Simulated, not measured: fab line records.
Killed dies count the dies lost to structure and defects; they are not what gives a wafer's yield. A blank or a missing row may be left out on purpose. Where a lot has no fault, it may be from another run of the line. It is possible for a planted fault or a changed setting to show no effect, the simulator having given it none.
fab line records | flow ritCmos | part 2 of 2: steps 37 to 43 of 43
record lots=6 wafers=18 lastDay=8
route steps=202 shown SDANNEAL@156 PSD@157 NSD@158 PLDD@159 NLDD@160 SILICIDE@161 CONTACT@168 M1@184
lots with no fault: from the same line, run without faults
startH: hours from the record's first day to the start of the lot's first wafer shown | waitH: hours elapsed since this lot's preceding step | " as in the row above | L1.1+2: a single row standing in for several wafers | - no value present, or no start provided | * or withheld: withheld | < > ~ a bound
route shown NAME@n: a module of which the file shows steps, and the number in the route of the first | usual: mean/standard deviation taken from wafers without a fault | same: alike in all rows | chamber/n: place in a boat | sites: the reading at each site | _std_site: standard deviation of those values | _edge_site: inner sites' mean taken away from outer sites' mean | radiusMm: for every site, how far away it sits from the centre of the wafer | mask NAME#n: copy n | behind: the tool/chamber that last shaped the wafer | hold: what put the lot on hold/how long, in hours/how the hold closed | device: the transistor (n, p or np) that didn't switch | end of line: at the end of the route, the tests of the same wafers | step lacking rows: just its recipe | killed: the dies lost at the first sort to structure and to defects; this is not the yield of the wafer | map: per-die view of a wafer (x killed, . not killed, _ where there is no die)
set.NAME: the setting that was run; set.NAME@STEP: the one run at that earlier step | model.NAME: the simulator's own value behind a step, which no gauge read
lots at selected steps of the route; one table per step, one row per wafer
services: the hour from which a tool's chamber was out of use, counted from the record's first day as startH (under 0 if before that day), plus the number of hours and why
## steps
# step RIT_M1_DEVELOP_08
# recipe resist=NOVOLAK developTimeS=68 devTempC=23.79
# step RIT_M1_CD_MEAS_09
# recipe targetCdNm=2600
# usual cdNm=2600.6/2.7
# columns lot.wafer tool chamber startH waitH cdNm
L943.3 cdSem-01 - 63.39 - 2599.4
L943.5 " - " " 2597.2
L943.6 " - " " 2598.4
L947.1 cdSem-02 - 80.26 - 2601.8
L947.4 " - " " 2605.2
L947.6 " - " " 2602.2
L950.3 cdSem-01 - 97.32 - 2602.8
L950.4 " - " " 2602.9
L950.6 " - " " 2601.6
L961.2 cdSem-01 - 156.77 - 2603.8
L961.3 " - " " 2603.6
L961.4 " - " " 2601.6
L964.2 cdSem-01 - 173.68 - 2601.7
L964.4 " - " " 2601.8
L964.6 " - " " 2601.4
L965.4 cdSem-01 - 180.11 - 2603.5
L965.5 " - " " 2603.2
L965.6 " - " " 2605.1
# step RIT_M1_OVL_MEAS_10
# usual M1_OVL=0.9/1.7
# columns lot.wafer tool chamber startH waitH M1_OVL[nm]
L943.3 overlay-01 - 63.48 0.1 2.9
L943.5 " - " " 2.2
L943.6 " - " " 2.1
L947.1 overlay-02 - 80.38 0.1 1.5
L947.4 " - " " 1.3
L947.6 " - " " 2.4
L950.3 overlay-01 - 97.41 0.1 0.7
L950.4 " - " " -0.4
L950.6 " - " " -0.6
L961.2 overlay-02 - 156.88 0.1 2.5
L961.3 " - " " 3.3
L961.4 " - " " 2.1
L964.2 overlay-01 - 173.79 0.1 -0.9
L964.4 " - " " 0.2
L964.6 " - " " -0.2
L965.4 overlay-02 - 180.18 0.1 2.7
L965.5 " - " " 2.4
L965.6 " - " " 3.8
# step RIT_M1_HARDBAKE_11
# recipe resist=NOVOLAK tempC=140 timeS=120
# step RIT_M1_METAL_ETCH_12
# recipe stopOn=SiO2 chemistry=Cl2/BCl3 target=Al timeS=165 overEtchFrac=0.5 pressureMtorr=100 targetDepthA=6000 rfW=246.9 Cl2_flow_sccm=60 bcl3FlowSccm=50
# usual drypumpMotorCurrentA=5.7/0.46 oesProductAu=0.770/0.014 throttleValvePct=8.25/0.061
# columns lot.wafer tool chamber startH waitH drypumpMotorCurrentA oesProductAu rfHoursCounterH throttleValvePct model.SiO2_of_CONTACT_CVD_00.thkNm
L943.3 rieMetal-04 1 63.81 0.2 5.7 0.764 - 8.29 362.6
L943.5 " 1 " " 5.8 0.767 - 8.29 368.4
L943.6 " 0 " " 6.3 0.759 - 8.19 364.5
L947.1 rieMetal-04 1 80.67 0.2 5.8 0.763 1 8.30 362.3
L947.4 " 1 " " 5.8 0.766 - 8.29 371.1
L947.6 " 0 " " 6.3 0.756 - 8.21 366.9
L950.3 rieMetal-04 0 97.74 0.2 6.3 0.749 - 8.19 357.3
L950.4 " 1 " " 5.7 0.762 - 8.30 363.1
L950.6 " 1 " " 5.7 0.775 - 8.28 365.7
L961.2 rieMetal-03 1 157.16 0.2 5.9 0.782 0 8.15 356.8
L961.3 " 0 " " 6.1 0.770 - 8.29 405.1
L961.4 " 1 " " 5.9 0.784 - 8.14 361.6
L964.2 rieMetal-03 1 174.07 0.2 5.9 0.782 0 8.16 354.1
L964.4 " 0 " " 6.1 0.764 - 8.27 408.9
L964.6 " 1 " " 5.9 0.781 - 8.16 365.4
L965.4 rieMetal-01 1 180.51 0.1 5.1 0.775 - 8.25 358
L965.5 " 0 " " 5.1 0.738 - 8.31 365.2
L965.6 " 1 " " 5.1 0.785 - 8.28 365.3
# step RIT_M1_STRIP_13
# recipe chemistry=nmp resist=NOVOLAK tempC=80 timeS=600 dry=n2Spin
# step RIT_M1_PROBE_99
# usual killed_at_M0_to_M3=0.0/0.14 killedAtContacts=0.1/0.3 killedAtFrontEnd=6.5/2.9 killedDies=6.6/3 killedOpen=3.3/2 killedShort=3.3/1.9
# same grossDies=264 killed_at_M4_up=0 killedAtBackSide=0 killedAtOther=0
# columns lot.wafer tool chamber startH waitH killed_at_M0_to_M3 killedAtContacts killedAtFrontEnd killedDies killedOpen killedShort model.etest.fieldPMetal.vtV model.etest.antennaContact.vtShiftV
L943.3 prober-02 - 66.28 0.2 0 0 10 10 5 5 -29.74 -0.008814
L943.5 prober-02 - 66.38 0.2 0 0 9 9 5 4 -29.25 -0.01645
L943.6 prober-02 - 66.43 0.2 0 1 5 6 3 3 -30.29 -0.01175
L947.1 prober-02 - 83.67 0.1 0 0 8 8 2 6 -29.91 -0.009124
L947.4 prober-02 - 83.82 0.2 0 0 8 8 5 3 -30.38 -0.008609
L947.6 prober-02 - 83.92 0.2 0 0 12 12 5 7 -30.04 -0.0137
L950.3 prober-01 - 100.09 0.2 0 0 5 5 1 4 -28.08 -0.01262
L950.4 prober-01 - 100.14 0.2 0 0 6 6 2 4 -28.48 -0.009143
L950.6 prober-01 - 100.24 0.2 0 0 3 3 0 3 -28.36 -0.01049
L961.2 prober-02 - 160.91 0.1 0 0 8 8 2 6 -28.62 -0.01006
L961.3 prober-02 - 160.96 0.2 0 0 8 8 4 4 -30.93 0.0002977
L961.4 prober-02 - 161.01 0.2 0 0 2 2 2 0 -29.57 -0.009931
L964.2 prober-01 - 177.58 0.1 0 0 12 12 5 7 -28.84 -0.00829
L964.4 prober-01 - 177.68 0.2 1 0 6 7 5 2 -31.16 -0.003583
L964.6 prober-01 - 177.78 0.2 0 0 7 7 4 3 -29.45 -0.01565
L965.4 prober-02 - 184.26 0.2 0 0 5 5 3 2 -28.67 -0.00729
L965.5 prober-02 - 184.31 0.2 0 0 8 8 3 5 -29.06 -0.01003
L965.6 prober-02 - 184.36 0.2 0 0 4 4 1 3 -29.25 -0.01214
# killed by level:class
L943.3 GATE:geometricParticle:short=5 GATE:geometricParticle:open=3 SPACER:geometricParticle:open=2
L943.5 GATE:geometricParticle:open=4 GATE:geometricParticle:short=4 FOX1:geometricParticle:open=1
L943.6 GATE:geometricParticle:short=3 FOX2:geometricParticle:open=1 SPACER:geometricParticle:open=1 CONTACT:geometricParticle:open=1
L947.1 GATE:geometricParticle:short=5 FOX2:geometricParticle:short=1 FOX2:geometricParticle:open=1 SILICIDE:geometricParticle:open=1
L947.4 GATE:geometricParticle:open=5 GATE:geometricParticle:short=2 FOX1:geometricParticle:short=1
L947.6 FOX2:geometricParticle:open=2 FOX2:geometricParticle:short=2 GATE:geometricParticle:short=2 GATE:geometricParticle:open=2 REOX:geometricParticle:short=2 REOX:geometricParticle:open=1 SILICIDE:geometricParticle:short=1
L950.3 GATE:geometricParticle:short=2 ACTIVE:geometricParticle:short=1 FOX1:geometricParticle:short=1 GATE:geometricParticle:open=1
L950.4 GATE:geometricParticle:short=2 FOX1:geometricParticle:short=1 GATE:geometricParticle:open=1 SILICIDE:geometricParticle:open=1 SILICIDE:geometricParticle:short=1
L950.6 SPACER:geometricParticle:short=2 GATE:geometricParticle:short=1
L961.2 GATE:geometricParticle:short=5 GATE:geometricParticle:open=1 REOX:geometricParticle:short=1 REOX:geometricParticle:open=1
L961.3 FOX1:geometricParticle:open=1 FOX1:geometricParticle:short=1 FOX2:geometricParticle:open=1 FOX2:geometricParticle:short=1 GATE:geometricParticle:open=1 GATE:geometricParticle:short=1 REOX:geometricParticle:open=1 SILICIDE:geometricParticle:short=1
L961.4 FOX1:geometricParticle:open=1 GATE:geometricParticle:open=1
L964.2 GATE:geometricParticle:open=3 REOX:geometricParticle:short=3 SPACER:geometricParticle:short=2 FOX2:geometricParticle:short=1 REOX:geometricParticle:open=1 SPACER:geometricParticle:open=1 SILICIDE:geometricParticle:short=1
L964.4 GATE:geometricParticle:open=3 FOX2:geometricParticle:short=1 GATE:geometricParticle:short=1 SPACER:geometricParticle:open=1 M1:geometricParticle:open=1
L964.6 GATE:geometricParticle:open=2 SPACER:geometricParticle:open=2 FOX2:geometricParticle:short=1 GATE:geometricParticle:short=1 SILICIDE:geometricParticle:short=1
L965.4 GATE:geometricParticle:short=2 GATE:geometricParticle:open=2 REOX:geometricParticle:open=1
L965.5 FOX1:geometricParticle:short=2 FOX1:geometricParticle:open=2 GATE:geometricParticle:short=2 SPACER:geometricParticle:open=1 SPACER:geometricParticle:short=1
L965.6 GATE:geometricParticle:short=3 SPACER:geometricParticle:open=1
## services
# columns tool chamber startH hours kind
rieMetal-03 0 36.55 16.7 repair
rieDiel-02 1 36.91 5.5 repair
rieDiel-02 0 38.50 2.1 repair
rieDiel-03 2 39.61 - clean
rieDiel-03 2 39.61 23.6 scheduledDown
rieMetal-04 0 68.05 10.2 repair
rieMetal-04 - 75.39 2.8 pm
pvdSputter-02 - 87.16 8.4 repair
pecvd-03 - 91.22 6.0 pm
rieDiel-03 3 97.68 2.4 repair
rtpAnneal-01 - 102.32 4.2 pm
rieMetal-04 1 107.70 2.0 repair
rieDiel-03 3 110.18 6.8 repair
rieDiel-02 1 120.10 5.9 repair
rieMetal-03 0 122.88 9.0 repair
rieDiel-03 - 125.75 2.8 pm
rieMetal-03 - 129.69 0.4 repair
pecvd-01 1 129.70 8.2 repair
rieDiel-01 2 134.55 - clean
rieDiel-01 2 134.55 22.2 scheduledDown
rieDiel-01 2 134.55 22.2 ventCycle
rieMetal-03 - 136.12 20.0 pm
pecvd-03 0 148.17 20.0 repair
rieDiel-02 0 162.70 20.9 repair
## key
firstSign step=RIT_CONTACT_CVD_00 reading=rfFwdPowerW direction=up sigmas=88 usual=396.8 struck=557.8
effect step=RIT_CONTACT_THK_MEAS_01 reading=CONTACT_TEOS_THK direction=up sigmas=8.1 usual=399 struck=443
modelEffect step=RIT_CONTACT_CVD_00 value=SiO2_of_CONTACT_CVD_00.thkNm without=399.9 struck=442.6
modelEffect step=RIT_CONTACT_ETCH_11 value=etch.depthNm without=399.9 struck=442.6
modelEffect step=RIT_M1_METAL_ETCH_12 value=SiO2_of_CONTACT_CVD_00.thkNm without=364.3 struck=407
modelEffect step=RIT_M1_PROBE_99 value=etest.fieldPMetal.vtV without=-28.94 struck=-31.05
metAt RIT_CONTACT_CVD_00
struckWafers L961.3,L964.4
testerLeftOut L961,L964
onsetBetween 59.72 152.88
fault kind=processParameterDrift tool=pecvd-03 chamber=1 onsetH=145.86 steps=RIT_CONTACT_CVD_00 channel=rfW offset=160 shape=step endH=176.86 stated=400
# testerLeftOut: of these lots the tester's yield and bins aren't shown, on N5 and GAA mostly nor the transistor test; their killed dies are dies lost to structure and defects alone, not to doping, threshold or leakage, so they don't give the yield
